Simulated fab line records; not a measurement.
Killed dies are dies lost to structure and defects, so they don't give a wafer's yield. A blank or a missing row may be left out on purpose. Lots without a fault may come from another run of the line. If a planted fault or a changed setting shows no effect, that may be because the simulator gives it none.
fab line records + flow berkeleyCmos170
record:
- lots: 6
- wafers: 18
- lastDay: 12
route steps=331 shown ZERO@12 NWELL@14
lots untouched by any fault: they come from a run of this same line in which no faults occurred
startH: start of the lot's first displayed wafer, in hours after the record's first day + waitH: time in hours since the lot's previous step + " same as the row above + L1.1+2: several wafers, shown together as one row + - either no value or no given start + * or withheld: withheld + < > ~ a bound
route shown NAME@n: names a module that has steps shown in the file, with the first one's number in the route + usual: mean/standard deviation taken from wafers without a fault + same: alike in all rows + chamber/n: place in a boat + sites: per-site readings + _std_site: their standard deviation + _edge_site: mean of outer sites minus mean of inner sites + radiusMm: how far each site lies from the wafer's centre + mask NAME#n: copy n + behind: the most recent tool/chamber to have shaped the wafer + hold: what put the lot on hold/how long, in hours/how the hold closed + device: the transistor (n, p or np) that didn't switch + end of line: the tests these same wafers got at the end of their route + a step without rows: its recipe alone + killed: dies that structure and defects cost at the first sort, which is not the same as the wafer's yield + map: the dies of a wafer, with x for killed, . for not killed, _ for no die there
set.NAME: the setting as run; set.NAME@STEP: as run at that earlier step + model.NAME: the simulator's own value behind a step, which no gauge read
lots at selected steps of the route; one table per step, one row per wafer
services: a tool's chamber out of use, with start hour (startH, from the record's first day; less than 0 if before it), hours out, and reason
== steps ==
step: UCB170_ZERO_ETCH_06
recipe:
- chemistry: CHF3/CF4/Ar
- target: SiO2
- timeS: 12
- pressureMtorr: 100
- rfW: 500
- CHF3_flow_sccm: 50
- cf4FlowSccm: 10
- Ar_flow_sccm: 120
- overEtchFrac: 1.58
usual:
- chamberPressureMTorr: 100.01/0.097
- drypumpMotorCurrentA: 5.6/0.33
- oesProductAu: 0.617/0.0097
- throttleValvePct: 9.17/0.13
| lot.wafer | tool       | chamber | startH | waitH | chamberPressureMTorr | drypumpMotorCurrentA | oesProductAu | rfHoursCounterH | throttleValvePct |
|-----------|------------|---------|--------|-------|----------------------|----------------------|--------------|-----------------|------------------|
| L963.1    | rieDiel-03 | 0       | 46.12  | -     | 100.07               | 5.4                  | 0.605        | 33              | 9.19             |
| L963.5    | "          | 1       | "      | "     | 100.18               | 5.7                  | 0.605        | -               | 9.01             |
| L963.6    | "          | 2       | "      | "     | 100.06               | 5.2                  | 0.619        | -               | 8.96             |
| L969.2    | rieDiel-01 | 3       | 75.37  | -     | 100.03               | 5.5                  | 0.615        | 131             | 8.98             |
| L969.3    | "          | 1       | "      | "     | 100.02               | 5.5                  | 0.617        | 81              | 9.10             |
| L969.6    | "          | 1       | "      | "     | 100.04               | 5.5                  | 0.620        | -               | 9.09             |
| L973.4    | rieDiel-02 | 0       | 96.63  | -     | 99.88                | 5.5                  | 0.619        | 128             | 9.40             |
| L973.5    | "          | 0       | "      | "     | 100.07               | 5.5                  | 0.609        | -               | 9.40             |
| L973.6    | "          | 1       | "      | "     | 99.98                | 5.4                  | 0.622        | -               | 9.34             |
| L977.2    | rieDiel-01 | 1       | 116.27 | -     | 100.00               | 5.5                  | 0.623        | 84              | 9.09             |
| L977.4    | "          | 3       | "      | "     | 100.12               | 5.5                  | 0.614        | 133             | 8.96             |
| L977.6    | "          | 3       | "      | "     | 100.03               | 5.5                  | 0.622        | -               | 8.98             |
| L978.2    | rieDiel-01 | 2       | 119.18 | -     | 99.96                | 5.9                  | 0.624        | 1               | 9.24             |
| L978.4    | "          | 0       | "      | "     | 100.02               | 5.3                  | 0.641        | 132             | 9.23             |
| L978.5    | "          | 0       | "      | "     | 99.86                | 5.3                  | 0.638        | -               | 9.23             |
| L981.3    | rieDiel-01 | 3       | 136.26 | -     | 100.06               | 5.5                  | 0.609        | 133             | 8.96             |
| L981.5    | "          | 2       | "      | "     | 99.87                | 5.9                  | 0.615        | -               | 9.25             |
| L981.6    | "          | 1       | "      | "     | 100.04               | 5.5                  | 0.615        | -               | 9.11             |
step: UCB170_ZERO_STRIP_07
recipe:
- chemistry: O2
- powerW: 400
- pressureMtorr: 3500
- platenTempC: withheld
- o2FlowSccm: 400
- overashFraction: 0.5
usual:
- chamberPressureMTorr: 3500/3.1
- drypumpMotorCurrentA: 5.4/0.41
- oesProductAu: 0.727/0.0045
- stripTimeToEndpointS: 21.50/0.069
| lot.wafer | tool           | chamber | startH | waitH | chamberPressureMTorr | drypumpMotorCurrentA | oesProductAu | rfHoursCounterH | stripTimeToEndpointS |
|-----------|----------------|---------|--------|-------|----------------------|----------------------|--------------|-----------------|----------------------|
| L963.1    | plasmaAsher-01 | 1       | 46.15  | 0.0   | 3495                 | 5.4                  | 0.726        | 31              | 21.45                |
| L963.5    | "              | 0       | "      | "     | 3498                 | 5.3                  | 0.727        | -               | 21.53                |
| L963.6    | "              | 1       | "      | "     | 3506                 | 5.4                  | 0.741        | -               | 21.51                |
| L969.2    | plasmaAsher-03 | 0       | 75.39  | 0.0   | 3499                 | 5.6                  | 0.729        | 33              | 21.53                |
| L969.3    | "              | 0       | "      | "     | 3501                 | 5.7                  | 0.725        | -               | 21.55                |
| L969.6    | "              | 0       | "      | "     | 3494                 | 5.7                  | 0.722        | -               | 21.53                |
| L973.4    | plasmaAsher-02 | 0       | 96.68  | 0.0   | 3499                 | 5.1                  | 0.725        | -               | 21.49                |
| L973.5    | "              | 1       | "      | "     | 3501                 | 6.1                  | 0.730        | -               | 21.54                |
| L973.6    | "              | 0       | "      | "     | 3498                 | 5.1                  | 0.733        | -               | 21.49                |
| L977.2    | plasmaAsher-02 | 0       | 116.29 | 0.0   | 3496                 | 5.1                  | 0.723        | 43              | 21.48                |
| L977.4    | "              | 1       | "      | "     | 3498                 | 6.1                  | 0.735        | -               | 21.52                |
| L977.6    | "              | 1       | "      | "     | 3496                 | 6.1                  | 0.729        | -               | 21.52                |
| L978.2    | plasmaAsher-02 | 1       | 119.20 | 0.0   | 3497                 | 6.1                  | 0.721        | 43              | 21.40                |
| L978.4    | "              | 0       | "      | "     | 3501                 | 5.1                  | 0.726        | -               | 21.39                |
| L978.5    | "              | 1       | "      | "     | 3506                 | 6.1                  | 0.728        | -               | 21.39                |
| L981.3    | plasmaAsher-01 | 1       | 136.32 | 0.0   | 3503                 | 5.4                  | 0.727        | -               | 21.47                |
| L981.5    | "              | 0       | "      | "     | 3500                 | 5.2                  | 0.731        | -               | 21.49                |
| L981.6    | "              | 1       | "      | "     | 3504                 | 5.4                  | 0.724        | -               | 21.56                |
step: UCB170_NWELL_WET_ETCH_00
recipe:
- chemistry: dHF
- dilution: 25:1
- target: SiO2
- tempC: 25
- timeS: 200
step: UCB170_NWELL_OXIDATION_01
recipe:
- tempC: 1000
- ambient: O2
- targetThkA: 264
- oxTimeS: 1260
step: UCB170_NWELL_THK_MEAS_02
recipe:
- reads: SiO2_of_NWELL_OXIDATION_01
usual:
- NWELL_OXIDE_THK: 26.2/0.51
| lot.wafer | tool         | chamber | startH | waitH | NWELL_OXIDE_THK[nm] |
|-----------|--------------|---------|--------|-------|---------------------|
| L963.1    | filmMetro-04 | -       | 47.86  | 0.0   | 26.0                |
| L963.5    | "            | -       | "      | "     | 26.0                |
| L963.6    | "            | -       | "      | "     | 25.8                |
| L969.2    | filmMetro-03 | -       | 79.11  | 0.0   | 25.6                |
| L969.3    | "            | -       | "      | "     | 25.6                |
| L969.6    | "            | -       | "      | "     | 25.4                |
| L973.4    | filmMetro-02 | -       | 101.67 | 0.0   | 26.6                |
| L973.5    | "            | -       | "      | "     | 26.7                |
| L973.6    | "            | -       | "      | "     | 26.9                |
| L977.2    | filmMetro-03 | -       | 119.72 | 0.0   | 26.8                |
| L977.4    | "            | -       | "      | "     | 26.5                |
| L977.6    | "            | -       | "      | "     | 26.9                |
| L978.2    | filmMetro-02 | -       | 122.32 | 0.0   | 26.6                |
| L978.4    | "            | -       | "      | "     | 26.7                |
| L978.5    | "            | -       | "      | "     | 26.8                |
| L981.3    | filmMetro-04 | -       | 139.93 | 0.0   | 25.7                |
| L981.5    | "            | -       | "      | "     | 25.3                |
| L981.6    | "            | -       | "      | "     | 24.9                |
step: UCB170_NWELL_ANNEAL_03
recipe:
- tempC: 1000
- timeS: 900
- ambient: N2
step: UCB170_NWELL_CVD_04
recipe:
- material: Si3N4
- targetThkNm: 224
- tempC: 800
- precursor: SiH2Cl2/NH3
- timeS: 3360
- pressureMtorr: 200
- sih2cl2FlowSccm: 25
- nh3FlowSccm: 76.01
step: UCB170_NWELL_THK_MEAS_05
recipe:
- reads: Si3N4_of_NWELL_CVD_04
usual:
- NWELL_NITRIDE_THK: 225.7/2.1
| lot.wafer | tool         | chamber | startH | waitH | NWELL_NITRIDE_THK[nm] |
|-----------|--------------|---------|--------|-------|-----------------------|
| L963.1    | filmMetro-04 | -       | 55.83  | 0.0   | 227.9                 |
| L963.5    | "            | -       | "      | "     | 226.8                 |
| L963.6    | "            | -       | "      | "     | 226.1                 |
| L969.2    | filmMetro-04 | -       | 85.13  | 0.0   | 226.5                 |
| L969.3    | "            | -       | "      | "     | 226.2                 |
| L969.6    | "            | -       | "      | "     | 227.2                 |
| L973.4    | filmMetro-02 | -       | 106.39 | 0.0   | 225.1                 |
| L973.5    | "            | -       | "      | "     | 224.9                 |
| L973.6    | "            | -       | "      | "     | 225.5                 |
| L977.2    | filmMetro-04 | -       | 126.47 | 0.0   | 224.1                 |
| L977.4    | "            | -       | "      | "     | 222.0                 |
| L977.6    | "            | -       | "      | "     | 222.4                 |
| L978.2    | filmMetro-04 | -       | 129.81 | 0.0   | 229.9                 |
| L978.4    | "            | -       | "      | "     | 230.5                 |
| L978.5    | "            | -       | "      | "     | 230.6                 |
| L981.3    | filmMetro-02 | -       | 146.78 | 0.0   | 228.3                 |
| L981.5    | "            | -       | "      | "     | 228.4                 |
| L981.6    | "            | -       | "      | "     | 226.8                 |
step: UCB170_NWELL_HMDS_06
recipe:
- primeTimeS: 60
- primeTempC: 100
step: UCB170_NWELL_COAT_07
recipe:
- resist: KrF
- spinRpm: 1500
- resistThkNm: 900
step: UCB170_NWELL_SOFTBAKE_08
recipe:
- resist: KrF
- tempC: 130
- timeS: 60
step: UCB170_NWELL_EXPOSE_09
recipe:
- maskId: NWELL
- targetCdNm: 3000
- na: 0.5
- sigmaOuter: 0.6
- sourceShape: conventional
- doseMj: 25
step: UCB170_NWELL_PEB_10
recipe:
- pebTempC: 130
- pebTimeS: withheld
- resist: KrF
usual:
- chillPlateTempC: 23.00/0.11
- exhaustPa: 45.1/0.86
| lot.wafer | tool          | chamber | startH | waitH | chillPlateTempC | exhaustPa |
|-----------|---------------|---------|--------|-------|-----------------|-----------|
| L963.1    | lithoTrack-03 | 0       | 57.17  | 0.5   | 23.08           | 46.0      |
| L963.5    | "             | 0       | "      | "     | 23.15           | 45.6      |
| L963.6    | "             | 0       | "      | "     | 23.07           | 46.3      |
| L969.2    | lithoTrack-01 | 0       | 86.14  | 0.4   | 22.78           | 45.2      |
| L969.3    | "             | 0       | "      | "     | 22.81           | 44.5      |
| L969.6    | "             | 0       | "      | "     | 22.87           | 44.3      |
| L973.4    | lithoTrack-02 | 0       | 107.07 | 0.1   | 23.00           | 44.4      |
| L973.5    | "             | 0       | "      | "     | 22.82           | 44.5      |
| L973.6    | "             | 0       | "      | "     | 23.01           | 44.8      |
| L977.2    | lithoTrack-01 | -       | 128.52 | 0.9   | -               | -         |
| L977.4    | "             | -       | "      | "     | -               | -         |
| L977.6    | "             | -       | "      | "     | -               | -         |
| L978.2    | lithoTrack-03 | -       | 131.95 | 0.8   | -               | -         |
| L978.4    | "             | -       | "      | "     | -               | -         |
| L978.5    | "             | -       | "      | "     | -               | -         |
| L981.3    | lithoTrack-01 | 0       | 148.17 | 0.3   | 23.12           | 45.4      |
| L981.5    | "             | 0       | "      | "     | 23.11           | 45.2      |
| L981.6    | "             | 0       | "      | "     | 23.02           | 44.4      |
step: UCB170_NWELL_DEVELOP_11
recipe:
- developer: TMAH
- developTimeS: 45
- resist: KrF
- devTempC: 21
== services ==
| tool           | chamber | startH | hours | kind          |
|----------------|---------|--------|-------|---------------|
| rieDiel-02     | 0       | 27.34  | 5.9   | repair        |
| rieDiel-03     | 0       | 38.76  | 2.1   | repair        |
| rieDiel-01     | -       | 62.61  | 0.4   | repair        |
| rieDiel-01     | 2       | 83.89  | -     | clean         |
| rieDiel-01     | 2       | 83.89  | 21.2  | scheduledDown |
| rieDiel-01     | 2       | 83.89  | 21.2  | ventCycle     |
| rieDiel-01     | -       | 89.83  | 0.6   | repair        |
| plasmaAsher-01 | -       | 98.02  | 2.8   | pm            |
| rieDiel-03     | -       | 107.32 | 14.6  | pm            |
| plasmaAsher-01 | -       | 108.75 | 9.0   | pm            |
| plasmaAsher-01 | 0       | 108.75 | 9.0   | ventCycle     |
| plasmaAsher-01 | 1       | 108.75 | 9.0   | ventCycle     |
| rieDiel-02     | -       | 110.13 | 2.8   | pm            |
| plasmaAsher-01 | 0       | 117.75 | -     | clean         |
| plasmaAsher-01 | 1       | 117.75 | -     | clean         |
| rieDiel-02     | 1       | 124.55 | 2.5   | repair        |
| rieDiel-03     | 3       | 125.53 | 4.9   | repair        |
| rieDiel-03     | 1       | 133.39 | 4.7   | repair        |
| rieDiel-03     | 0       | 135.29 | 7.5   | repair        |
| rieDiel-01     | 3       | 145.47 | 6.0   | repair        |
| rieDiel-01     | 1       | 147.38 | 10.7  | repair        |
== key ==
firstSign:
- step: UCB170_NWELL_PEB_10
- reading: toolRecord
- direction: missing
effect none on later readings
metAt UCB170_NWELL_PEB_10
struckWafers L977.2,L977.4,L977.6,L978.2,L978.4,L978.5
laterRowsLeftOut L977.2,L977.4,L977.6,L978.2,L978.4,L978.5
sortLeftOut L977.2,L977.4,L977.6,L978.2,L978.4,L978.5
testerLeftOut L977,L978
onsetBetween 86.14 128.52
fault:
- kind: skippedStepWhole
- tool: lithoTrack-01,lithoTrack-03
- chamber: -
- onsetH: 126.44
- steps: UCB170_NWELL_PEB_10
- scope: struckLotsOnly
testerLeftOut: of these lots the tester's yield and bins aren't shown, on N5 and GAA mostly nor the transistor test; their killed dies are dies lost to structure and defects alone, not to doping, threshold or leakage, so they don't give the yield
sortLeftOut: the simulated sort isn't trusted on such a fault, so these wafers' sort isn't shown, and their yield isn't known
laterRowsLeftOut: the simulator's readings of these wafers behind a module that went badly wrong aren't trusted and aren't shown, but for the sort
